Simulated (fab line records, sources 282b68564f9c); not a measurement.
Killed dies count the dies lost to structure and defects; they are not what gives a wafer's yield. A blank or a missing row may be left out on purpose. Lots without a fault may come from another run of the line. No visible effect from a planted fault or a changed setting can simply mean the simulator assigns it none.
Struck lot and sound lot, side by side ; flow rit-cmos ; 14 out of 202 route steps
Sound: wafers L770.3, L770.4, L770.6. The struck wafers were L762.1, L762.4, L762.5. The cause comes at the end.
At each step with rows: each side's tool, then ch and its chambers, then its first start. Under that, the readings that differ: sound wafers ; struck wafers ; difference of the means ; sigmas: that difference in standard deviations of wafers without a fault.
alike: readings with means less than 2 such deviations apart, plus words and numbers identical on both sides. not compared: withheld readings, readings lacking a value on some wafer, bounds such as >300 that could conceal the same value, and numbers that have no deviation in the record and whose values overlap.
A row with sigmas, a row that says differs or no value, or rows on one side alone: a step with any of these is where the two part. When numbers do not overlap yet have no deviation, they are printed without sigmas and do not part them. A reading missing from all wafers of one side parts the sides only when that side holds two or more wafers.

first, 3 steps without rows for these wafers: RIT_NWELL_EXPOSE_03 (exposes mask M2, target cd 43900 nm); RIT_NWELL_PEB_04; RIT_NWELL_DEVELOP_05 (develop time 68 s).
RIT_NWELL_OVL_MEAS_06:
  sound on overlay-02, day 6 00:55; struck on overlay-01, day 4 08:23
  alike: NWELL_OVL
then, 2 steps without rows for these wafers: RIT_NWELL_HARDBAKE_07 (time 120 s); RIT_NWELL_IMPLANT_08.
RIT_NWELL_STRIP_09: strips in O2, time 180 s.
  sound on plasma-asher-03 ch 0,1, day 6 01:25; struck on plasma-asher-04 ch 0,1, day 4 08:49
  alike: drypump-motor-current-A
  not compared: rf-hours-counter-h
RIT_NWELL_TW_MEAS_10:
  sound on film-metro-04, day 6 01:32; struck on film-metro-04, day 4 08:59
  alike: NWELL_TW
then, 4 steps without rows for these wafers: RIT_PWELL_HMDS_00 (prime time 60 s); RIT_PWELL_COAT_01 (resist thk 1300 nm); RIT_PWELL_SOFTBAKE_02 (time 60 s); RIT_PWELL_EXPOSE_03 (exposes mask M3, target cd 43700 nm).
RIT_PWELL_PEB_04:
  struck on litho-track-01, day 4 09:50; sound on litho-track-03 ch 0, day 6 02:12
reading;sound;struck;difference;sigmas
exhaust-pa (Pa);44.9 45.5 46.0;- - -;no value on the struck wafers;
  not compared: chill-plate-temp-C
then, 1 step without rows for these wafers: RIT_PWELL_DEVELOP_05 (develop time 68 s).

== WHERE THEY PART ==
At RIT_PWELL_PEB_04 and nowhere else, as far as this record goes.

WHY: whatever the simulator had introduced
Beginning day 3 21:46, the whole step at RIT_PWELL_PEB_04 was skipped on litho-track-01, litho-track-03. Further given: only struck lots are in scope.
